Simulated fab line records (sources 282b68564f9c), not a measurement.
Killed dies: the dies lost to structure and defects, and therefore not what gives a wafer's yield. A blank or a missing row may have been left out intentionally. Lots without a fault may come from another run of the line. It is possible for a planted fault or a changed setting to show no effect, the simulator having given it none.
What tool caused it? -- flow rit cmos -- Sampling: 8 lots, 24 wafers, 2 of 202 route steps

## WHAT THE GAUGES READ, wafer by wafer
RIT_PLDD_OVL_MEAS_06.
lot,measured,on,PLDD_OVL (nm)
L921,day 3 10:53,overlay-02,1.1 3.1 0.5
L926,day 4 14:20,overlay-02,3.1 1.0 1.2
L928,day 4 18:04,overlay-02,1.5 2.0 2.4
L930,day 5 07:10,overlay-01,1.3 0.3 3.6
L934,day 6 04:10,overlay-02,242.6 243.5 243.7
L937,day 6 14:35,overlay-02,240.4 242.2 240.6
L940,day 7 05:47,overlay-02,242.1 243.0 243.5
L942,day 7 18:25,overlay-01,-0.5 0.0 0.2

## TOOL THAT RAN EACH LOT (tool first, then ch and the chambers of the sampled wafers, then the start)
lot,RIT_PLDD_EXPOSE_03
L921,"iline stepper-02 ch 0, day 3 10:30"
L926,"iline stepper-01 ch 0, day 4 13:56"
L928,"iline stepper-02 ch 0, day 4 17:41"
L930,"iline stepper-02 ch 0, day 5 06:46"
L934,"iline stepper-02 ch 0, day 6 03:44"
L937,"iline stepper-02 ch 0, day 6 14:11"
L940,"iline stepper-02 ch 0, day 7 05:25"
L942,"iline stepper-01 ch 0, day 7 18:02"
- RIT_PLDD_EXPOSE_03: exposes mask M8, target cd 40900 nm.

## THE ANSWER, worked out from the rows above alone
Rule: what is usual is taken from the lots themselves. Put in order of their means at a reading, lots are off if they are a third of the lots or fewer, leave a main group of 4 or more, and stand apart from it by a gap of 3 or more times the standard deviation of the main group's means; of several such gaps the widest counts. A main group is skipped when, at the precision printed for the reading in the tables above, its means are all equal. A lot without any number at a reading at which 4 lots or more have one is off too. The other lots that the step has rows for count as sound.
Across all readings shown, no lot is off: no conclusion can be drawn from this.

## WHAT HAD BEEN PUT IN BY THE SIMULATOR
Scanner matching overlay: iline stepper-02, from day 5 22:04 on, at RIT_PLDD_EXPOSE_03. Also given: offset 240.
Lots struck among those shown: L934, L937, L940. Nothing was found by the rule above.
